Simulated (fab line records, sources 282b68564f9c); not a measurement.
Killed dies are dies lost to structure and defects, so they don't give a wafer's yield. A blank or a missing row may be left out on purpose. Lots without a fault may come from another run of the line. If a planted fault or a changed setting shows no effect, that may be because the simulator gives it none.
Comparing a struck lot with a sound one + flow rit cmos + 14 steps out of a route of 202
Sound: the wafers L486.1, L486.4, L486.5. The struck wafers were L504.1, L504.2, L504.3. The cause is given at the end.
For every step that has rows: the tool of each side, followed by ch and its chambers, followed by its first start. Under that, the readings that differ: sound wafers + struck wafers + difference of the means + sigmas: that difference in standard deviations of wafers without a fault.
alike: a reading whose means differ by less than 2 such deviations, as well as words and numbers matching on both sides. not compared: withheld readings; readings where some wafer has no value; bounds like >300 that might hide an equal value; numbers whose values overlap and for which the record gives no deviation.
A row with sigmas, a row that says differs or no value, or rows on one side alone: a step with any of these is where the two part. Non-overlapping numbers with no deviation appear without sigmas and do not part them. Lack of a reading on every wafer of one side parts them only where that side has two or more wafers.

first, 2 steps without rows for these wafers: RIT_PWELL_HARDBAKE_07 (time 120 s); RIT_PWELL_IMPLANT_08.
RIT_PWELL_STRIP_09: strips in O2, time 180 s.
  sound on plasma asher-04 ch 0, day 2 14:49; struck on plasma asher-02 ch 0,1, day 6 13:43
  alike: drypump motor current A
  not compared: rf hours counter h
RIT_PWELL_TW_MEAS_10:
  sound on film metro-04 at day 2 15:00; struck on film metro-04 at day 6 13:53
  alike: PWELL_TW
then, 1 step without rows for these wafers: RIT_WELLDRIVE_ANNEAL_00 (time 14700 s).
RIT_WELLDRIVE_RS_MEAS_01: measures by four-point-probe.
  sound on film metro-03 at day 2 20:38; struck on film metro-04 at day 6 19:14
  alike: NWELL_RS
RIT_WELLDRIVE_RS_MEAS_02: measures by four-point-probe.
  sound on film metro-03 at day 2 20:46; struck on film metro-04 at day 6 19:22
| reading           | sound             | struck            | difference | sigmas |
|-------------------|-------------------|-------------------|------------|--------|
| PWELL_RS (ohm/sq) | 433.1 430.7 433.5 | 428.7 429.3 429.5 | -3.3       | -3     |
then, 5 steps without rows for these wafers: RIT_NRETRO_HMDS_00 (prime time 60 s); RIT_NRETRO_COAT_01 (resist thk 1300 nm); RIT_NRETRO_SOFTBAKE_02 (time 60 s); RIT_NRETRO_EXPOSE_03 (exposes mask M4, target cd 43900 nm); RIT_NRETRO_PEB_04.
RIT_NRETRO_DEVELOP_05: develop time 68 s.
  sound on litho track-01 ch 0, day 2 21:00; struck on litho track-02, day 6 20:00
  no value came back on the struck wafers for chill plate temp C (C), develop time s (s); on the sound wafers chill plate temp C (C) reads 23.17 22.91 22.98
RIT_NRETRO_OVL_MEAS_06:
  sound on overlay-01 at day 2 21:48; struck on overlay-01 at day 6 20:36
| reading         | sound        | struck | difference                    | sigmas |
|-----------------|--------------|--------|-------------------------------|--------|
| NRETRO_OVL (nm) | -0.3 1.2 1.5 | - - -  | no value on the struck wafers |        |

== WHERE THEY PART ==
Last at RIT_NRETRO_OVL_MEAS_06 as far as this record goes, first at RIT_WELLDRIVE_RS_MEAS_02.

WHY: the cause the simulator had injected
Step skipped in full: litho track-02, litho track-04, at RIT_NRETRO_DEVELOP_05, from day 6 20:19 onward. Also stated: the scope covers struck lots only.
